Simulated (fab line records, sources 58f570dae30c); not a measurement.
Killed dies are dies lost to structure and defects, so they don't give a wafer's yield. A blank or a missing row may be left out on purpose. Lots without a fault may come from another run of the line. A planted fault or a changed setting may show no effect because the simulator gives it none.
fab line records | flow berkeley_cmos170
record lots=5 wafers=15 last_day=13
route steps=331 shown ACTIVE@70 PFIELD@79 FIELD@89
lots that met no fault: from a run of the same line without faults
start_h: hours from the record's first day to the start of the lot's first wafer shown | wait_h: hours since the lot's step before | " the same as in the row above | L1.1+2: a row that stands for several wafers | - no value, or no start given | * or withheld: withheld | < > ~ a bound
route shown NAME@n: a module of which the file shows steps, and the number in the route of the first | usual: mean/standard deviation of fault-free wafers | same: alike in all rows | chamber/n: place in a boat | sites: the reading at each site | _std_site: their standard deviation | _edge_site: outer sites' mean less inner sites' | radius_mm: how far each site lies from the wafer's centre | mask NAME#n: copy n | behind: the tool/chamber that last shaped the wafer | hold: why the lot was held/for how many hours/how that ended | device: the transistor (n, p or np) that didn't switch | end of line: the same wafers' tests at the end of the route | a step without rows: its recipe alone | killed: dies lost to structure and defects at the first sort, not the wafer's yield | map: a wafer's dies, x killed, . not, _ none there
set.NAME: the setting as run; set.NAME@STEP: as run at that earlier step | model.NAME: the simulator's own value behind a step, which no gauge read
lots at some steps of the route; a table a step, a row a wafer
services: from which hour (start_h, from the record's first day; less than 0 if before it) a tool's chamber was out of use, for how many hours, and why
## steps
# step UCB170_ACTIVE_EXPOSE_10
# recipe mask_id=ACTIVE target_cd_nm=1200 na=0.5 sigma_outer=0.6 source_shape=conventional dose_mj=20
# step UCB170_ACTIVE_PEB_11
# recipe peb_temp_c=130 peb_time_s=withheld resist=KrF
# step UCB170_ACTIVE_DEVELOP_12
# recipe developer=TMAH develop_time_s=45 resist=KrF dev_temp_c=21
# step UCB170_ACTIVE_CD_MEAS_13
# recipe target_cd_nm=1200
# usual cd_nm=1200.0/1.4
# columns lot.wafer tool chamber start_h wait_h cd_nm
L954.1 cd_sem-01 - 103.32 - 1201.6
L954.2 " - " " 1200.1
L954.5 " - " " 1199.4
L961.1 cd_sem-02 - 132.87 - 1198.4
L961.4 " - " " 1199.0
L961.5 " - " " 1198.9
L969.3 cd_sem-01 - 177.79 - 1201.5
L969.5 " - " " 1200.7
L969.6 " - " " 1201.1
L970.1 cd_sem-02 - 190.73 - 1199.7
L970.2 " - " " 1200.0
L970.3 " - " " 1200.7
L974.3 cd_sem-02 - 209.87 - 1199.2
L974.5 " - " " 1197.7
L974.6 " - " " 1198.8
# step UCB170_ACTIVE_OVL_MEAS_14
# usual ACTIVE_OVL=-1/5.9
# columns lot.wafer tool chamber start_h wait_h ACTIVE_OVL[nm]
L954.1 overlay-01 - 103.44 0.1 -9
L954.2 " - " " -1
L954.5 " - " " -3
L961.1 overlay-01 - 132.99 0.1 -6
L961.4 " - " " -4
L961.5 " - " " 5
L969.3 overlay-02 - 177.88 0.1 11
L969.5 " - " " 7
L969.6 " - " " 4
L970.1 overlay-01 - 190.85 0.1 2
L970.2 " - " " 6
L970.3 " - " " -2
L974.3 overlay-02 - 209.96 0.1 -5
L974.5 " - " " 0
L974.6 " - " " -10
# step UCB170_ACTIVE_ETCH_15
# recipe chemistry=CH3F/Ar/O2 target=Si3N4 stop_on=SiO2 CH3F_flow_sccm=20 Ar_flow_sccm=50 O2_flow_sccm=7 pressure_mtorr=50 rf_w=450 target_depth_a=2420 over_etch_frac=0.1 time_s=151
# usual drypump_motor_current_A=5.20/0.24 oes_product_au=0.937/0.013 throttle_valve_pct=8.10/0.14
# columns lot.wafer tool chamber start_h wait_h drypump_motor_current_A oes_product_au rf_hours_counter_h throttle_valve_pct
L954.1 rie_diel-01 2 103.48 0.0 4.83 0.931 1 8.15
L954.2 " 3 " " 5.27 0.950 127 8.10
L954.5 " 3 " " 5.26 0.954 - 8.13
L961.1 rie_diel-02 1 133.02 0.0 5.38 0.922 113 8.27
L961.4 " 3 " " 4.98 0.941 90 7.97
L961.5 " 0 " " 4.89 0.961 - 7.76
L969.3 rie_diel-02 2 177.90 0.0 5.37 0.952 46 8.06
L969.5 " 1 " " 5.35 0.913 - 8.25
L969.6 " 2 " " 5.37 0.948 - 8.05
L970.1 rie_diel-04 3 190.88 0.0 5.50 0.937 7 8.01
L970.2 " 0 " " 5.16 0.933 106 8.20
L970.3 " 1 " " 5.50 0.945 16 8.10
L974.3 rie_diel-01 3 209.98 0.0 5.29 0.952 130 8.13
L974.5 " 2 " " 4.85 0.937 - 8.16
L974.6 " 3 " " 5.29 0.957 - 8.10
# step UCB170_ACTIVE_STRIP_16
# recipe chemistry=O2 power_w=400 pressure_mtorr=3500 platen_temp_c=withheld o2_flow_sccm=400 overash_fraction=0.5
# usual drypump_motor_current_A=5.6/0.32 oes_product_au=0.721/0.0046 strip_time_to_endpoint_s=18.08/0.076
# same overash_fraction=0.5
# columns lot.wafer tool chamber start_h wait_h drypump_motor_current_A oes_product_au rf_hours_counter_h strip_time_to_endpoint_s
L954.1 plasma_asher-02 0 103.58 0.1 5.5 0.724 28 17.98
L954.2 " 1 " " 5.4 0.722 28 17.95
L954.5 " 1 " " 5.4 0.724 - 17.91
L961.1 plasma_asher-03 0 133.12 0.1 5.4 0.725 39 18.04
L961.4 " 0 " " 5.5 0.713 - 18.11
L961.5 " 1 " " 6.1 0.716 - 18.05
L969.3 plasma_asher-03 1 178.04 0.1 6.1 0.717 - 18.14
L969.5 " 0 " " 5.4 0.724 - 18.22
L969.6 " 1 " " 6.1 0.724 - 18.16
L970.1 plasma_asher-02 1 190.98 0.1 5.4 0.724 39 18.05
L970.2 " 0 " " 5.5 0.716 39 18.11
L970.3 " 1 " " 5.4 0.725 - 18.04
L974.3 plasma_asher-03 0 210.12 0.1 5.5 0.719 - 18.17
L974.5 " 0 " " 5.4 0.723 - 18.16
L974.6 " 1 " " 6.1 0.722 - 18.05
# step UCB170_ACTIVE_CD_MEAS_90
# recipe target_cd_nm=1200
# usual cd_nm=1199.9/1.4
# columns lot.wafer tool chamber start_h wait_h cd_nm
L954.1 cd_sem-02 - 103.68 0.1 1201.5
L954.2 " - " " 1200.0
L954.5 " - " " 1199.5
L961.1 cd_sem-02 - 133.22 0.1 1198.6
L961.4 " - " " 1199.4
L961.5 " - " " 1198.7
L969.3 cd_sem-02 - 178.14 0.1 1200.7
L969.5 " - " " 1200.6
L969.6 " - " " 1200.8
L970.1 cd_sem-01 - 191.08 0.1 1199.8
L970.2 " - " " 1200.2
L970.3 " - " " 1201.1
L974.3 cd_sem-02 - 210.35 0.2 1199.0
L974.5 " - " " 1198.1
L974.6 " - " " 1199.1
# step UCB170_ACTIVE_CLEAN_17
# recipe chemistry=SPM temp_c=120 time_s=600
# step UCB170_PFIELD_HMDS_00
# recipe prime_time_s=60 prime_temp_c=100
# step UCB170_PFIELD_COAT_01
# recipe resist=KrF spin_rpm=1500 resist_thk_nm=900
# step UCB170_PFIELD_SOFTBAKE_02
# recipe resist=KrF temp_c=130 time_s=60
# step UCB170_PFIELD_EXPOSE_03
# recipe mask_id=PFIELD na=0.5 sigma_outer=0.6 source_shape=conventional target_cd_nm=1500 dose_mj=30
# same na=0.5
# columns lot.wafer tool chamber start_h wait_h mask
L954.1+2+5 krf_scanner-01 0 105.83 0.1 PFIELD#0
L961.1+4+5 krf_scanner-01 0 135.30 0.2 NWELL#0
L969.3+5+6 krf_scanner-01 0 178.89 0.1 PFIELD#0
L970.1+2+3 krf_scanner-02 0 192.50 0.2 PFIELD#0
L974.3+5+6 krf_scanner-01 0 211.34 0.2 PFIELD#0
# step UCB170_PFIELD_PEB_04
# recipe peb_temp_c=130 peb_time_s=withheld resist=KrF
# step UCB170_PFIELD_DEVELOP_05
# recipe developer=TMAH develop_time_s=45 resist=KrF dev_temp_c=21
# step UCB170_PFIELD_OVL_MEAS_06
# usual PFIELD_OVL=-3/4.5
# columns lot.wafer tool chamber start_h wait_h PFIELD_OVL[nm]
L954.1 overlay-02 - 106.38 - -1
L954.2 " - " " -3
L954.5 " - " " -3
L961.1 overlay-01 - 136.17 - -
L961.4 " - " " -
L961.5 " - " " -
L969.3 overlay-02 - 179.53 - 5
L969.5 " - " " -4
L969.6 " - " " -2
L970.1 overlay-01 - 193.03 - -3
L970.2 " - " " 1
L970.3 " - " " 5
L974.3 overlay-02 - 211.70 - 2
L974.5 " - " " -1
L974.6 " - " " -3
# step UCB170_PFIELD_IMPLANT_07
# recipe species=B dose_cm2=2e+13 energy_kev=80 tilt_deg=7
# step UCB170_PFIELD_STRIP_08
# recipe chemistry=O2 power_w=400 pressure_mtorr=3500 platen_temp_c=withheld o2_flow_sccm=400 overash_fraction=0.5
# usual drypump_motor_current_A=5.6/0.35 oes_product_au=0.735/0.0045 strip_time_to_endpoint_s=21.65/0.055
# same overash_fraction=0.5
# columns lot.wafer tool chamber start_h wait_h drypump_motor_current_A oes_product_au rf_hours_counter_h strip_time_to_endpoint_s
L954.1 plasma_asher-02 0 106.57 0.1 5.6 0.738 29 21.63
L954.2 " 1 " " 5.5 0.731 29 21.70
L954.5 " 0 " " 5.5 0.731 - 21.63
L961.1 plasma_asher-02 1 136.36 0.1 5.5 0.738 33 21.62
L961.4 " 0 " " 5.5 0.741 - 21.51
L961.5 " 0 " " 5.5 0.727 - 21.63
L969.3 plasma_asher-04 0 179.73 0.1 6.0 0.742 - 21.65
L969.5 " 1 " " 5.1 0.736 - 21.59
L969.6 " 0 " " 6.0 0.736 - 21.60
L970.1 plasma_asher-02 0 193.22 0.1 5.5 0.734 39 21.72
L970.2 " 1 " " 5.4 0.736 39 21.76
L970.3 " 1 " " 5.4 0.741 - 21.70
L974.3 plasma_asher-03 1 211.91 0.1 6.1 0.731 - 21.71
L974.5 " 1 " " 6.1 0.734 - 21.64
L974.6 " 0 " " 5.4 0.733 - 21.73
# step UCB170_PFIELD_TW_MEAS_09
# usual PFIELD_TW=598/7.4
# columns lot.wafer tool chamber start_h wait_h PFIELD_TW
L954.1 film_metro-02 - 106.67 0.1 588
L954.2 " - " " 592
L954.5 " - " " 592
L961.1 film_metro-02 - 136.46 0.1 30
L961.4 " - " " 30
L961.5 " - " " 30
L969.3 film_metro-04 - 179.82 0.1 609
L969.5 " - " " 607
L969.6 " - " " 606
L970.1 film_metro-02 - 193.32 0.1 594
L970.2 " - " " 592
L970.3 " - " " 594
L974.3 film_metro-04 - 212.00 0.1 607
L974.5 " - " " 602
L974.6 " - " " 602
# step UCB170_FIELD_CLEAN_00
# recipe chemistry=dHF dilution=25:1 time_s=7.5
## services
# columns tool chamber start_h hours kind
rie_diel-01 1 87.42 8.6 repair
krf_scanner-01 0 87.71 - calibration
plasma_asher-03 - 104.32 2.4 repair
krf_scanner-02 - 106.40 1.3 pm
rie_diel-02 0 106.96 6.8 repair
rie_diel-04 0 107.13 16.3 repair
krf_scanner-01 - 107.96 1.0 pm
krf_scanner-02 - 120.38 1.0 repair
rie_diel-04 1 122.17 6.3 repair
krf_scanner-02 - 132.50 1.0 pm
krf_scanner-01 - 133.98 0.8 pm
rie_diel-04 - 143.85 0.2 repair
krf_scanner-02 - 143.87 0.7 repair
rie_diel-01 3 145.08 2.5 repair
krf_scanner-02 - 157.02 0.8 pm
krf_scanner-02 0 166.65 - calibration
plasma_asher-02 - 185.16 1.3 repair
rie_diel-01 1 191.04 4.5 repair
rie_diel-04 2 200.53 8.5 repair
krf_scanner-01 - 200.76 4.0 pm
krf_scanner-01 - 207.81 1.3 pm
## key
first_sign step=UCB170_PFIELD_EXPOSE_03 reading=mask direction=changed
effect step=UCB170_PFIELD_OVL_MEAS_06 reading=PFIELD_OVL direction=missing
effect step=UCB170_PFIELD_TW_MEAS_09 reading=PFIELD_TW direction=down sigmas=77 usual=598 struck=30
met_at UCB170_PFIELD_EXPOSE_03
struck_wafers L961.1,L961.4,L961.5
sort_left_out L961.1,L961.4,L961.5
tester_left_out L961
onset_between 105.83 135.30
fault kind=wrong_mask tool=any chamber=- onset_h=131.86 steps=UCB170_PFIELD_EXPOSE_03 aux_copy=NWELL#0 scope=struck_lots_only
# tester_left_out: of these lots the tester's yield and bins aren't shown, on N5 and GAA mostly nor the transistor test; their killed dies are dies lost to structure and defects alone, not to doping, threshold or leakage, so they don't give the yield
# sort_left_out: the simulated sort isn't trusted on such a fault, so these wafers' sort isn't shown, and their yield isn't known
